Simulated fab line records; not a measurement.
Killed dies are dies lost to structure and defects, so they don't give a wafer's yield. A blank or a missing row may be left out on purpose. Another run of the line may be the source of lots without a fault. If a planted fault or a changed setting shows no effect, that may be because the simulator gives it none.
A lot that was struck, set against a sound lot :: flow berkeley cmos170 :: 14 steps out of a route of 331
Sound: wafers L347.1, L347.2, L347.5. Wafers L343.4, L343.5, L343.6 were the ones struck. The cause is named last.
Order at every step that has rows: each side's tool, ch and its chambers, its first start. Under that, the readings that differ: sound wafers :: struck wafers :: difference of the means :: sigmas: that difference in standard deviations of wafers without a fault.
alike: readings with means less than 2 such deviations apart, plus words and numbers identical on both sides. not compared: withheld readings, readings lacking a value on some wafer, bounds such as >300 that could conceal the same value, and numbers that have no deviation in the record and whose values overlap.
The two part at a step that has a row with sigmas, a row that says differs or no value, or rows on one side only. Non-overlapping numbers with no deviation appear without sigmas and do not part them. A reading that every wafer of one side lacks parts them only if that side has two wafers or more.

UCB170_CONTACT_THK_MEAS_02:
  sound on film metro-03, day 10 13:48; struck on film metro-03, day 10 13:22
  alike: CONTACT_PSG_THK
then, 3 steps without rows for these wafers: UCB170_CONTACT_HMDS_03 (prime time 60 s); UCB170_CONTACT_COAT_04 (resist thk 900 nm); UCB170_CONTACT_SOFTBAKE_05 (time 60 s).
UCB170_CONTACT_STRIP_06: strips in O2.
  sound on plasma asher-01 ch 0,1, day 10 14:42; struck on plasma asher-02 ch 0,1, day 10 13:53
  alike: drypump motor current A, oes product au, strip time to endpoint s
  not compared: rf hours counter h
then, 1 step without rows for these wafers: UCB170_CONTACT_CLEAN_07 (cleans in SPM, time 600 s).
UCB170_CONTACT_RTA_08: time 10 s.
  sound on rtp anneal-02 ch 0, day 10 15:07; struck on rtp anneal-01 ch 0, day 10 14:10
reading: lamp power pct (%)
sound: 24.55 24.58 24.58
struck: 24.39 24.45 24.45
difference: -0.14
sigmas: -2
  alike: wafer_temp_C_max
then, 5 steps without rows for these wafers: UCB170_CONTACT_COAT_09; UCB170_CONTACT_COAT_10 (resist thk 900 nm); UCB170_CONTACT_SOFTBAKE_11 (time 60 s); UCB170_CONTACT_EXPOSE_12 (exposes mask CONT, target cd 700 nm); UCB170_CONTACT_PEB_13.
UCB170_CONTACT_DEVELOP_14: develop time 45 s.
  sound on litho track-04 ch 0, day 10 16:00; struck on litho track-01, day 10 15:00
  no value came back on the struck wafers for chill plate temp C (C), develop time s (s); on the sound wafers chill plate temp C (C) reads 23.05 23.13 22.85
reading: model.KrF_of_CONTACT_COAT_10.thk nm (nm)
sound: 886.1 882.9 885.2
struck: 901.8 901.7 899.1
difference: +16.1
sigmas: 
UCB170_CONTACT_CD_MEAS_15 targets a cd of 700 nm.
  sound on cd sem-02, day 10 16:34; struck on cd sem-02, day 10 15:29
reading: cd nm (nm)
sound: 699.7 699.5 700.6
struck: - - -
difference: no value on the struck wafers
sigmas: 

WHERE THEY PART
At UCB170_CONTACT_RTA_08 first; at UCB170_CONTACT_CD_MEAS_15 last (within this record only).

WHY: what the simulator had put in
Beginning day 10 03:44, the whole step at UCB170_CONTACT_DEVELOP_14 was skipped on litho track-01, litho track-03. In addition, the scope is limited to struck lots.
